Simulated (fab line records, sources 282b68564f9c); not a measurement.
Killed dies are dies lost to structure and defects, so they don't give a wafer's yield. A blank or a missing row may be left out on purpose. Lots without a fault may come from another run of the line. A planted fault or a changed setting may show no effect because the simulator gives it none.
Which tool did it? | flow rit_cmos | 14 lots, 42 wafers sampled, at 2 steps of a route of 202

WHAT THE GAUGES READ, wafer by wafer
RIT_PRETRO_TW_MEAS_10. Usual: PRETRO_TW 477, standard deviation 3.1.
lot  | measured    | on            | PRETRO_TW               | flag
L881 | day 2 11:00 | film_metro-01 | 475 472 477             |
L883 | day 2 23:08 | film_metro-02 | 480 481 479             |
L885 | day 3 07:23 | film_metro-01 | 477 478 478             |
L886 | day 3 12:41 | film_metro-01 | 475 477 478             |
L887 | day 3 18:07 | film_metro-03 | 482 484 482             |
L888 | day 3 19:53 | film_metro-02 | 478 480 477             |
L889 | day 4 02:38 | film_metro-02 | 478 475 476             |
L891 | day 4 13:20 | film_metro-02 | 478 478 475             |
L894 | day 5 02:35 | film_metro-03 | 477 480 480             |
L895 | day 5 07:34 | film_metro-01 | 497 491 497 494 496 497 | OFF
L896 | day 5 14:17 | film_metro-01 | 498 497 497 494 497 497 | OFF
L898 | day 5 22:01 | film_metro-01 | 475 476 476             |
L901 | day 6 14:49 | film_metro-03 | 481 478 477             |
L904 | day 7 05:23 | film_metro-01 | 473 473 473             |

WHICH TOOL RAN EACH LOT (tool, then ch and the chambers of the sampled wafers, then the start)
lot  | RIT_PRETRO_IMPLANT_08
L881 | implanter-02 ch 0, day 2 10:43
L883 | implanter-04 ch 0, day 2 22:49
L885 | implanter-03 ch 0, day 3 07:03
L886 | implanter-02 ch 0, day 3 12:22
L887 | implanter-04 ch 0, day 3 17:49
L888 | implanter-03 ch 0, day 3 19:34
L889 | implanter-04 ch 0, day 4 02:19
L891 | implanter-04 ch 0, day 4 13:01
L894 | implanter-04 ch 0, day 5 02:16
L895 | implanter-04 ch 0, day 5 07:16
L896 | implanter-04 ch 0, day 5 13:58
L898 | implanter-03 ch 0, day 5 21:36
L901 | implanter-02 ch 0, day 6 14:31
L904 | implanter-03 ch 0, day 7 05:04
- RIT_PRETRO_IMPLANT_08

WHAT THE TOOLS THEMSELVES READ (means of the sampled wafers that have a number; where no wafer has one, the mark that the record gives instead)
RIT_PRETRO_IMPLANT_08. Usual: beam_energy_keV 44.997, standard deviation 0.014; faraday_current_uA 38.1, standard deviation 0.69; tilt_deg 7.000 degrees, standard deviation 0.018.
lot  | tool         | beam_energy_keV | faraday_current_uA | tilt_deg (degrees) | flag
L881 | implanter-02 | 45.000          | 38.7               | 6.983              |
L883 | implanter-04 | 44.991          | 38.2               | 7.013              |
L885 | implanter-03 | 44.991          | 38.1               | 7.000              |
L886 | implanter-02 | 44.975          | 38.3               | 6.992              |
L887 | implanter-04 | 44.982          | 38.1               | 6.993              |
L888 | implanter-03 | 44.985          | 38.1               | 7.022              |
L889 | implanter-04 | 45.004          | 38.3               | 6.990              |
L891 | implanter-04 | 44.998          | 38.8               | 6.993              |
L894 | implanter-04 | 44.997          | 38.3               | 6.998              |
L895 | implanter-04 | 60.763          | 38.4               | 6.980              | OFF
L896 | implanter-04 | 60.765          | 38.1               | 7.023              | OFF
L898 | implanter-03 | 45.003          | 37.8               | 7.010              |
L901 | implanter-02 | 44.986          | 37.7               | 6.990              |
L904 | implanter-03 | 45.003          | 37.9               | 7.006              |

THE ANSWER, worked out from the rows above alone
Rule: a lot is off if the mean of its wafers that have a number lies more than 3 standard deviations from the usual mean. A lot without any number at a reading at which 4 lots or more have one is off too. The other lots that the step has rows for count as sound. The gauges are gone through in route order, then the tools' own readings, and for those a lot's mean is taken as printed above. The first step at which some lot is off is used, and at that step the reading that is off furthest; a lot without a number counts as furthest.
Off: L895, L896, at RIT_PRETRO_TW_MEAS_10 (PRETRO_TW).
A tool fits if, at a process step before that reading, it ran every lot that is off, and no sound lot after the first of them. The gauges at RIT_PRETRO_TW_MEAS_10 aren't tried: what is off there is off at RIT_PRETRO_IMPLANT_08 too, on other tools, and a gauge's error can't cause that. One fits: implanter-04 at RIT_PRETRO_IMPLANT_08. Its last sound lot is L894 (day 5 02:16), its first lot that is off L895 (day 5 07:16): a fault that began between those two fits.
The tool's own readings at RIT_PRETRO_IMPLANT_08 bear it out: on the lots that are off they differ by more than 5 times the standard deviation of the sound lots' means. beam_energy_keV reads 60.764 there against 44.993 on the sound lots.

WHAT THE SIMULATOR HAD PUT IN
Process parameter drift: implanter-04, from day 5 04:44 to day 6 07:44, at RIT_PRETRO_IMPLANT_08. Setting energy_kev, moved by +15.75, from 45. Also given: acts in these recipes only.
Lots struck among those shown: L895, L896. The rule above found the same.
